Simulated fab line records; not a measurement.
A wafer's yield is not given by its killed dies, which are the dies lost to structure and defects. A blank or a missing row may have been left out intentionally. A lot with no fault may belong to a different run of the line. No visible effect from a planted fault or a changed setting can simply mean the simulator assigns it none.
Which of the tools did it? ; flow rit_cmos ; 7 lots with 21 wafers sampled at 2 steps, on a route of 202 steps

== WHAT THE GAUGES SHOWED, per wafer ==
RIT_M1_CD_MEAS_09 targets a cd of 2600 nm.
lot;measured;on;cd_nm (nm)
L276;day 4 03:46;cd_sem-02;2600.7 2599.7 2599.1
L278;day 4 12:35;cd_sem-01;2593.3 2592.7 2592.1
L280;day 4 22:05;cd_sem-02;2599.7 2602.2 2598.8
L282;day 5 08:41;cd_sem-01;2596.5 2596.4 2597.5
L284;day 5 17:46;cd_sem-02;2614.5 2612.5 2613.7
L291;day 7 10:44;cd_sem-01;2600.7 2598.2 2600.0
L293;day 7 19:54;cd_sem-01;2597.5 2599.3 2597.8

== WHICH TOOL RAN EACH LOT (tool, then ch and the chambers of the sampled wafers, then the start) ==
lot;RIT_M1_DEVELOP_08
L276;litho_track-01 ch 0, day 4 03:00
L278;litho_track-02 ch 0, day 4 12:00
L280;litho_track-02 ch 0, day 4 21:00
L282;litho_track-01 ch 0, day 5 08:00
L284;litho_track-02 ch 0, day 5 17:00
L291;litho_track-01 ch 0, day 7 10:00
L293;litho_track-01 ch 0, day 7 19:00
- RIT_M1_DEVELOP_08: develop time 68 s.

== THE ANSWER, worked out from the rows above alone ==
Rule: the lots themselves supply what counts as usual. Put in order of their means at a reading, lots are off if they are a third of the lots or fewer, leave a main group of 4 or more, and stand apart from it by a gap of 3 or more times the standard deviation of the main group's means; of several such gaps the widest counts. A main group is skipped when, at the precision printed for the reading in the tables above, its means are all equal. A lot without any number at a reading at which 4 lots or more have one is off too. The other lots that the step has rows for count as sound.
Off at RIT_M1_CD_MEAS_09 (cd_nm): L284. For the main group the mean is 2597.9 nm and the standard deviation 2.6.
A tool fits if, at a process step before that reading, it ran every lot that is off, and no sound lot after the first of them. Gauges at RIT_M1_CD_MEAS_09: tried the same way as those tools. Can't be told from this: 2 tools fit, litho_track-02 at RIT_M1_DEVELOP_08, cd_sem-02 at RIT_M1_CD_MEAS_09.

== WHAT WAS PUT IN BY THE SIMULATOR ==
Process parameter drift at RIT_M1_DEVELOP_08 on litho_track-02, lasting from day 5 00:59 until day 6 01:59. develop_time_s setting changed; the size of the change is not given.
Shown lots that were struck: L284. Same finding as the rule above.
